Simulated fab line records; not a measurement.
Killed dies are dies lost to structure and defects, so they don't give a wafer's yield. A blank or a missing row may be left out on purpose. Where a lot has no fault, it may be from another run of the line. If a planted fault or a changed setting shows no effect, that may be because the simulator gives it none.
A struck lot beside a sound one -- flow rit-cmos -- 17 steps out of a route of 202
Sound: these wafers, L584.3, L584.4, L584.5. Wafers struck: L593.1, L593.2, L593.6. The cause is given at the end.
For every step that has rows: the tool of each side, followed by ch and its chambers, followed by its first start. Under that, the readings that differ: sound wafers -- struck wafers -- difference of the means -- sigmas: that difference in standard deviations of wafers without a fault.
alike: readings whose means differ by less than 2 such deviations, and words and numbers that are the same on both sides. not compared: withheld readings, readings that some wafer has no value for, bounds like >300 that may hide the same value, and numbers for which the record gives no deviation and whose values overlap.
A row with sigmas, a row that says differs or no value, or rows on one side alone: a step with any of these is where the two part. When numbers do not overlap yet have no deviation, they are printed without sigmas and do not part them. A reading missing from all wafers of one side parts the sides only when that side holds two or more wafers.

RIT_PWELL_TW_MEAS_10:
  sound on film-metro-01, day 2 06:30; struck on film-metro-01, day 4 03:13
  alike: PWELL_TW
then, 1 step without rows for these wafers: RIT_WELLDRIVE_ANNEAL_00 (time 14700 s).
RIT_WELLDRIVE_RS_MEAS_01: a four-point-probe measurement.
  sound on film-metro-01, day 2 12:54; struck on film-metro-02, day 4 08:38
  alike: NWELL_RS
RIT_WELLDRIVE_RS_MEAS_02: a four-point-probe measurement.
  sound on film-metro-01, day 2 13:01; struck on film-metro-02, day 4 08:45
  alike: PWELL_RS
then, 6 steps without rows for these wafers: RIT_NRETRO_HMDS_00 (prime time 60 s); RIT_NRETRO_COAT_01 (resist thk 1300 nm); RIT_NRETRO_SOFTBAKE_02 (time 60 s); RIT_NRETRO_EXPOSE_03 (exposes mask M4, target cd 43900 nm); RIT_NRETRO_PEB_04; RIT_NRETRO_DEVELOP_05 (develop time 68 s).
RIT_NRETRO_OVL_MEAS_06:
  sound on overlay-01, day 2 14:14; struck on overlay-01, day 4 09:52
  alike: NRETRO_OVL
then, 1 step without rows for these wafers: RIT_NRETRO_HARDBAKE_07 (time 120 s).
RIT_NRETRO_IMPLANT_08:
  sound on implanter-01 ch 0, day 2 14:34; struck on implanter-01 ch 0, day 4 10:10
reading,sound,struck,difference,sigmas
dose-ions-cm2,1.0017e+13 1.0009e+13 9.998e+12,8.292e+12 8.297e+12 8.316e+12,-1.706e+12,-99 or more
faraday-current-uA,32.5 31.3 30.6,25.9 26.9 26.2,-5.1,-9
RIT_NRETRO_STRIP_09: strips in O2, time 180 s.
  sound on plasma-asher-01 ch 0,1, day 2 14:43; struck on plasma-asher-01 ch 0,1, day 4 10:19
  alike: drypump-motor-current-A
  not compared: rf-hours-counter-h
RIT_NRETRO_TW_MEAS_10:
  sound on film-metro-02, day 2 14:51; struck on film-metro-04, day 4 10:29
reading,sound,struck,difference,sigmas
NRETRO_TW,1049 1051 1051,1004 1011 1009,-42,-4
then, 1 step without rows for these wafers: RIT_PRETRO_HMDS_00 (prime time 60 s).
RIT_M1_PROBE_99:
  sound on prober-01, day 3 19:00; struck on prober-02, day 5 16:27
reading,sound,struck,difference,sigmas
model.etest.pmos-narrow.drive-ua-um,102.8 102.5 103.2,108 108.4 105.4,+4,
model.etest.pmos_0p3.drive-ua-um,101 101 99.97,106.2 104.9 103.7,+4.3,
model.etest.well-edge-left.line-ohm-um,182.3 182.8 184,187.1 184.9 187.9,+3.6,
model.etest.well-edge-right.line-ohm-um,182.3 182.6 178.1,185.8 186.9 183.7,+4.5,
model.etest.pmos_0p15.off-log10-a-um,-10.4 -10.26 -10.46,-9.901 -9.99 -9.828,+0.467,
model.etest.retro-edge-pmos.off-log10-a-um,-10.3 -10.15 -10.29,-9.775 -9.802 -9.602,+0.520,
model.etest.pmos_0p3.off-log10-a-um,-12.86 -12.89 -12.81,-12.58 -12.77 -12.78,+0.14,
  alike: killed-at-contacts, killed-at-front-end, killed-dies, killed-open, killed-short
  not compared: model.etest.pmos-narrow.off-log10-a-um

== WHERE THEY PART ==
First at RIT_NRETRO_IMPLANT_08; last, within this record, at RIT_NRETRO_TW_MEAS_10. Later steps at which nothing parts them and some readings are alike: RIT_M1_PROBE_99.

WHY: the cause the simulator had injected
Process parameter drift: implanter-01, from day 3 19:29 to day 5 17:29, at RIT_NRETRO_IMPLANT_08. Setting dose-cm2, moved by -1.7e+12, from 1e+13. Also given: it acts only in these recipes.
